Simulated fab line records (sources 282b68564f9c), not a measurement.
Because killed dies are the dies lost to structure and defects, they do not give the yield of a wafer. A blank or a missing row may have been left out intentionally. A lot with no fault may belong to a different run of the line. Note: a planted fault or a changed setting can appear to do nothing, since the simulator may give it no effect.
Which tool is to blame?	flow ritCmos	Sampling: 14 lots, 42 wafers, 5 of 202 route steps

== WHAT EACH GAUGE READ, for each wafer ==
RIT_REOX_THK_MEAS_04.
lot	measured	on	REOX_OXIDE_THK (nm)
L270	day 2 20:36	filmMetro-04	25.1 25.1 25.3
L272	day 3 07:25	filmMetro-01	25.1 24.7 24.6
L273	day 3 09:07	filmMetro-01	25.1 24.5 25.0
L275	day 3 20:55	filmMetro-03	25.0 25.1 25.1
L276	day 4 00:17	filmMetro-04	25.3 24.4 24.6
L277	day 4 04:20	filmMetro-04	24.8 24.1 24.6
L278	day 4 10:44	filmMetro-03	25.2 25.5 25.0
L279	day 4 13:45	filmMetro-04	24.9 24.3 24.3
L284	day 5 16:25	filmMetro-04	25.3 25.2 25.5
L285	day 5 20:18	filmMetro-01	25.8 25.6 25.8
L287	day 6 04:31	filmMetro-01	25.4 25.7 25.5
L288	day 6 15:46	filmMetro-04	25.2 25.0 24.8
L291	day 7 01:40	filmMetro-03	24.7 25.0 24.7
L293	day 7 12:01	filmMetro-04	24.2 24.3 24.2

RIT_CONTACT_CD_MEAS_08 targets a cd of 1000 nm.
lot	measured	on	cdNm (nm)
L270	day 3 07:29	cdSem-02	1002.9 1001.9 1002.5
L272	day 3 18:53	cdSem-02	1000.5 999.6 1002.1
L273	day 3 20:17	cdSem-02	1001.8 1001.6 1001.6
L275	day 4 08:16	cdSem-02	1001.2 1001.4 998.8
L276	day 4 11:21	cdSem-01	999.5 998.6 999.4
L277	day 4 15:32	cdSem-02	998.2 998.4 1000.6
L278	day 4 22:01	cdSem-01	- - -
L279	day 5 01:13	cdSem-01	- - -
L284	day 6 04:02	cdSem-02	1002.9 1002.6 1000.7
L285	day 6 07:22	cdSem-01	997.2 996.9 995.2
L287	day 6 15:33	cdSem-02	999.6 1001.2 998.0
L288	day 7 03:20	cdSem-02	997.3 997.9 997.9
L291	day 7 12:53	cdSem-01	1000.6 1000.5 998.5
L293	day 7 23:50	cdSem-01	1003.7 1003.7 1004.9

RIT_M1_OVL_MEAS_10.
lot	measured	on	M1_OVL (nm)
L270	day 3 10:25	overlay-02	-0.3 -0.9 -1.1
L272	day 3 21:37	overlay-02	-2.1 -0.6 1.2
L273	day 3 22:53	overlay-02	-0.3 -0.6 -2.0
L275	day 4 11:12	overlay-01	0.5 0.0 2.0
L276	day 4 14:16	overlay-02	-1.7 -0.5 -2.0
L277	day 4 18:20	overlay-02	0.9 1.3 -0.2
L284	day 6 06:47	overlay-01	1.7 0.7 0.6
L285	day 6 10:07	overlay-01	0.8 2.5 3.0
L287	day 6 18:17	overlay-01	2.7 2.3 2.3
L288	day 7 06:08	overlay-01	0.5 3.4 0.9
L291	day 7 15:31	overlay-02	-1.1 0.6 2.0
L293	day 8 02:28	overlay-01	-0.9 -2.9 -0.6

== WHICH TOOL RAN EACH LOT (tool, then ch and the chambers of the sampled wafers, then the start) ==
lot	RIT_PLDD_STRIP_09	RIT_CONTACT_COAT_03
L270	plasmaAsher-01 ch 0, day 2 23:16	lithoTrack-01 ch 0, day 3 06:40
L272	plasmaAsher-01 ch 0,1, day 3 10:24	lithoTrack-03 ch 0, day 3 17:57
L273	plasmaAsher-01 ch 0,1, day 3 12:01	lithoTrack-01 ch 0, day 3 19:28
L275	plasmaAsher-04 ch 0,1, day 3 23:45	lithoTrack-01 ch 0, day 4 07:19
L276	plasmaAsher-03 ch 0,1, day 4 03:05	lithoTrack-02 ch 0, day 4 10:31
L277	plasmaAsher-03 ch 0,1, day 4 07:07	lithoTrack-03 ch 0, day 4 14:44
L278	plasmaAsher-03 ch 1, day 4 13:33	lithoTrack-01, day 4 20:58
L279	plasmaAsher-01 ch 0,1, day 4 16:36	lithoTrack-02, day 5 00:09
L284	plasmaAsher-01 ch 0,1, day 5 19:24	lithoTrack-03 ch 0, day 6 03:06
L285	plasmaAsher-04 ch 0,1, day 5 23:02	lithoTrack-02 ch 0, day 6 06:34
L287	plasmaAsher-03 ch 0,1, day 6 07:26	lithoTrack-01 ch 0, day 6 14:44
L288	plasmaAsher-01 ch 0,1, day 6 18:52	lithoTrack-03 ch 0, day 7 02:23
L291	plasmaAsher-03 ch 0,1, day 7 04:35	lithoTrack-01 ch 0, day 7 12:05
L293	plasmaAsher-03 ch 0, day 7 14:47	lithoTrack-02 ch 0, day 7 23:02
- RIT_PLDD_STRIP_09: strips in O2, time 180 s.
- RIT_CONTACT_COAT_03: resist thk 1000 nm.

== WHAT THE TOOLS THEMSELVES READ (means of the sampled wafers that have a number; where no wafer has one, the mark that the record gives instead) ==
RIT_PLDD_STRIP_09.
lot	tool	chamberPressureMTorr (mTorr)	drypumpMotorCurrentA (A)
L270	plasmaAsher-01	4000	4.8
L272	plasmaAsher-01	3998	5.5
L273	plasmaAsher-01	4004	5.5
L275	plasmaAsher-04	3999	5.7
L276	plasmaAsher-03	4002	5.4
L277	plasmaAsher-03	4002	5.1
L278	plasmaAsher-03	4000	5.8
L279	plasmaAsher-01	4000	5.5
L284	plasmaAsher-01	4001	5.2
L285	plasmaAsher-04	4002	5.7
L287	plasmaAsher-03	4004	5.4
L288	plasmaAsher-01	4000	5.2
L291	plasmaAsher-03	4001	5.1
L293	plasmaAsher-03	3999	4.8

RIT_CONTACT_COAT_03.
lot	tool	chillPlateTempC (C)	dispensePressureKPa (kPa)	exhaustPa (Pa)
L270	lithoTrack-01	22.79	50.3	45.4
L272	lithoTrack-03	22.96	55.5	44.5
L273	lithoTrack-01	23.14	50.2	43.8
L275	lithoTrack-01	23.03	50.3	45.1
L276	lithoTrack-02	23.05	49.5	45.1
L277	lithoTrack-03	23.04	55.5	44.9
L278	lithoTrack-01	-	-	-
L279	lithoTrack-02	-	-	-
L284	lithoTrack-03	22.91	55.5	45.8
L285	lithoTrack-02	22.85	49.6	44.6
L287	lithoTrack-01	23.01	50.3	44.6
L288	lithoTrack-03	22.89	55.5	44.8
L291	lithoTrack-01	22.98	50.3	45.3
L293	lithoTrack-02	23.07	49.6	45.4

== THE ANSWER, worked out from the rows above alone ==
Rule: what is usual is taken from the lots themselves. Put in order of their means at a reading, lots are off if they are a third of the lots or fewer, leave a main group of 4 or more, and stand apart from it by a gap of 3 or more times the standard deviation of the main group's means; of several such gaps the widest counts. Not used: any main group whose means are identical at the precision the tables above print for the reading. Also off: a lot with no number at a reading for which 4 or more lots have one. The other lots that the step has rows for count as sound. The gauges are gone through in route order, then the tools' own readings, and for those a lot's mean is taken as printed above. The first step at which some lot is off is used, and at that step the reading that is off furthest; a lot without a number counts as furthest.
Off at RIT_CONTACT_CD_MEAS_08 (cdNm): L278, L279. Without a number there: L278, L279. For the main group the mean is 1000.3 nm and the standard deviation 2.
If a tool, at a process step before that reading, ran all the lots that are off and no sound lot after the first of them, it fits. The gauges at RIT_CONTACT_CD_MEAS_08 aren't tried: what is off there is off at RIT_CONTACT_COAT_03 too, on other tools, and a gauge's error can't cause that. No candidate that was tried fits.

== WHAT THE SIMULATOR HAD PUT IN ==
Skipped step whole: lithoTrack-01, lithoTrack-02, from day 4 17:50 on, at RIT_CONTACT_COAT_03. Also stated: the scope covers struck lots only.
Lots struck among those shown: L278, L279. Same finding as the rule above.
